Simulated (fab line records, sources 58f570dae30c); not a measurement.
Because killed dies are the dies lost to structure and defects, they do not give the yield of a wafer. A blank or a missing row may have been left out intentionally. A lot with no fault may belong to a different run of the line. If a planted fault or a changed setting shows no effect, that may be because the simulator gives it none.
Which tool was responsible?	flow berkeley-cmos170	7 lots with 21 wafers sampled at 3 steps, on a route of 331 steps

== WHAT EACH GAUGE READ, for each wafer ==
UCB170_CONTACT_THK_MEAS_02.
lot	measured	on	CONTACT_PSG_THK (nm)
L122	day 7 18:52	film-metro-03	709 713 707
L124	day 8 05:13	film-metro-03	691 692 693
L126	day 8 07:07	film-metro-04	704 706 703
L127	day 8 10:50	film-metro-02	707 712 709
L136	day 11 02:04	film-metro-03	1429 1422 1429
L141	day 11 21:17	film-metro-02	709 708 706
L143	day 12 09:31	film-metro-02	720 724 724

== WHAT TOOL EACH LOT RAN ON (gives the tool, then ch and the chambers of the sampled wafers, and finally the start) ==
lot	UCB170_PVT_STRIP_08	UCB170_CONTACT_CVD_01
L122	plasma-asher-02 ch 0,1, day 6 02:17	lpcvd-01 ch 0, day 7 17:05
L124	plasma-asher-02 ch 0,1, day 6 23:56	lpcvd-02 ch 0, day 8 03:24
L126	plasma-asher-03 ch 0,1, day 7 04:09	lpcvd-02 ch 0, day 8 05:20
L127	plasma-asher-01 ch 0,1, day 7 07:37	lpcvd-02 ch 1, day 8 09:03
L136	plasma-asher-03 ch 0,1, day 9 17:44	lpcvd-02 ch 1, day 10 20:55 and lpcvd-01 ch 1, day 11 00:17
L141	plasma-asher-02 ch 0,1, day 10 12:05	lpcvd-01 ch 1, day 11 19:29
L143	plasma-asher-01 ch 0,1, day 10 22:45	lpcvd-01 ch 0, day 12 07:43
- UCB170_PVT_STRIP_08: strips in O2.
- UCB170_CONTACT_CVD_01: deposits PSG from SiH4/O2/PH3, target thk 700 nm, time 2820 s.

== THE ANSWER, worked out from the rows above alone ==
Rule: what is usual is taken from the lots themselves. The widest of any qualifying gaps counts: lots, ordered by their means at a reading, are off when they make up no more than a third of the lots, leave a main group of 4 or more, and stand apart from it by 3 or more times the standard deviation of that group's means. A main group is skipped when, at the precision printed for the reading in the tables above, its means are all equal. Also off: a lot with no number at a reading for which 4 or more lots have one. All remaining lots with rows at the step are treated as sound.
Off: L136, at UCB170_CONTACT_THK_MEAS_02 (CONTACT_PSG_THK). Mean 708 nm and standard deviation 9 in the main group.
A tool fits if, at a process step before that reading, it ran every lot that is off, and no sound lot after the first of them. Gauges at UCB170_CONTACT_THK_MEAS_02: tried the same way as those tools. Can't be told from this: 3 tools fit, plasma-asher-03 at UCB170_PVT_STRIP_08, lpcvd-02 at UCB170_CONTACT_CVD_01, film-metro-03 at UCB170_CONTACT_THK_MEAS_02.

== WHAT HAD BEEN PUT IN BY THE SIMULATOR ==
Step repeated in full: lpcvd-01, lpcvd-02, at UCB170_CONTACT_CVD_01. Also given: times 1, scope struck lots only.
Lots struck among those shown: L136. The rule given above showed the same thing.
